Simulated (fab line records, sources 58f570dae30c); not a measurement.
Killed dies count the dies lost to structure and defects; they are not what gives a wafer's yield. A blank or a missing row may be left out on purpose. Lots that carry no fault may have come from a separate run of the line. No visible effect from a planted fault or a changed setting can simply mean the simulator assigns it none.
The tool behind it: which one? / flow berkeley_cmos170 / route of 331 steps, sampled at 1 step: 14 lots, 42 wafers

## WHAT EACH GAUGE READ, for each wafer
The record lacks any reading of a measuring or inspecting step that a usual standard deviation could be used to judge.

## WHICH TOOL RAN EACH LOT (tool, then ch and the chambers of the sampled wafers, then the start)
lot=L926; UCB170_SILICIDE_RTA_04=rtp_anneal-01 ch 0, day 7 10:23
lot=L923; UCB170_SILICIDE_RTA_04=rtp_anneal-02 ch 0, day 7 12:05
lot=L925; UCB170_SILICIDE_RTA_04=rtp_anneal-01 ch 0, day 7 12:14
lot=L924; UCB170_SILICIDE_RTA_04=rtp_anneal-02 ch 0, day 7 12:29
lot=L927; UCB170_SILICIDE_RTA_04=rtp_anneal-02 ch 0, day 7 16:44
lot=L928; UCB170_SILICIDE_RTA_04=rtp_anneal-01 ch 0, day 7 16:53
lot=L930; UCB170_SILICIDE_RTA_04=rtp_anneal-01 ch 0, day 8 11:55
lot=L933; UCB170_SILICIDE_RTA_04=rtp_anneal-02 ch 0, day 9 05:34
lot=L934; UCB170_SILICIDE_RTA_04=rtp_anneal-02 ch 0, day 9 11:59
lot=L935; UCB170_SILICIDE_RTA_04=rtp_anneal-01, day 9 12:28
lot=L936; UCB170_SILICIDE_RTA_04=rtp_anneal-01, day 9 17:46
lot=L942; UCB170_SILICIDE_RTA_04=rtp_anneal-02 ch 0, day 11 09:08
lot=L945; UCB170_SILICIDE_RTA_04=rtp_anneal-01 ch 0, day 11 19:32
lot=L946; UCB170_SILICIDE_RTA_04=rtp_anneal-02 ch 0, day 11 19:52
- UCB170_SILICIDE_RTA_04: time 15 s.

## WHAT THE TOOLS THEMSELVES READ (means of the sampled wafers that have a number; where no wafer has one, the mark that the record gives instead)
UCB170_SILICIDE_RTA_04.
lot=L926; tool=rtp_anneal-01; anneal_temp_c_max=652.0; chamber_o2_ppm=2.005; lamp_power_pct (%)=11.0; wafer_temp_C_max=652.2
lot=L923; tool=rtp_anneal-02; anneal_temp_c_max=652.9; chamber_o2_ppm=2.017; lamp_power_pct (%)=8.7; wafer_temp_C_max=653.4
lot=L925; tool=rtp_anneal-01; anneal_temp_c_max=652.3; chamber_o2_ppm=1.999; lamp_power_pct (%)=11.0; wafer_temp_C_max=652.6
lot=L924; tool=rtp_anneal-02; anneal_temp_c_max=652.7; chamber_o2_ppm=1.990; lamp_power_pct (%)=8.7; wafer_temp_C_max=653.3
lot=L927; tool=rtp_anneal-02; anneal_temp_c_max=652.7; chamber_o2_ppm=1.985; lamp_power_pct (%)=8.7; wafer_temp_C_max=652.4
lot=L928; tool=rtp_anneal-01; anneal_temp_c_max=652.8; chamber_o2_ppm=2.014; lamp_power_pct (%)=11.0; wafer_temp_C_max=652.8
lot=L930; tool=rtp_anneal-01; anneal_temp_c_max=652.4; chamber_o2_ppm=1.994; lamp_power_pct (%)=11.0; wafer_temp_C_max=652.0
lot=L933; tool=rtp_anneal-02; anneal_temp_c_max=653.1; chamber_o2_ppm=1.994; lamp_power_pct (%)=8.7; wafer_temp_C_max=653.0
lot=L934; tool=rtp_anneal-02; anneal_temp_c_max=653.0; chamber_o2_ppm=2.014; lamp_power_pct (%)=8.7; wafer_temp_C_max=652.5
lot=L935; tool=rtp_anneal-01; anneal_temp_c_max=-; chamber_o2_ppm=-; lamp_power_pct (%)=-; wafer_temp_C_max=-
lot=L936; tool=rtp_anneal-01; anneal_temp_c_max=-; chamber_o2_ppm=-; lamp_power_pct (%)=-; wafer_temp_C_max=-
lot=L942; tool=rtp_anneal-02; anneal_temp_c_max=652.9; chamber_o2_ppm=2.006; lamp_power_pct (%)=8.7; wafer_temp_C_max=652.3
lot=L945; tool=rtp_anneal-01; anneal_temp_c_max=652.2; chamber_o2_ppm=1.992; lamp_power_pct (%)=11.0; wafer_temp_C_max=652.6
lot=L946; tool=rtp_anneal-02; anneal_temp_c_max=653.4; chamber_o2_ppm=2.012; lamp_power_pct (%)=8.7; wafer_temp_C_max=653.2

## THE ANSWER, worked out from the rows above alone
Rule: the lots themselves supply what counts as usual. Put in order of their means at a reading, lots are off if they are a third of the lots or fewer, leave a main group of 4 or more, and stand apart from it by a gap of 3 or more times the standard deviation of the main group's means; of several such gaps the widest counts. Not used: any main group whose means are identical at the precision the tables above print for the reading. A lot without any number at a reading at which 4 lots or more have one is off too. Any other lot the step has rows for is counted as sound. First the gauges in route order, then the tools' own readings, where a lot's mean is used as printed above. The first step at which some lot is off is used, and at that step the reading that is off furthest; a lot without a number counts as furthest.
Off: L935, L936 (UCB170_SILICIDE_RTA_04, anneal_temp_c_max). Without a number there: L935, L936. The main group has a mean of 652.7 with a standard deviation of 0.39.
If a tool, at that step or one of the process steps before it, ran each lot that is off and ran no sound lot following the first of them, it fits. None of those tried fits.

## WHAT HAD BEEN PUT IN BY THE SIMULATOR
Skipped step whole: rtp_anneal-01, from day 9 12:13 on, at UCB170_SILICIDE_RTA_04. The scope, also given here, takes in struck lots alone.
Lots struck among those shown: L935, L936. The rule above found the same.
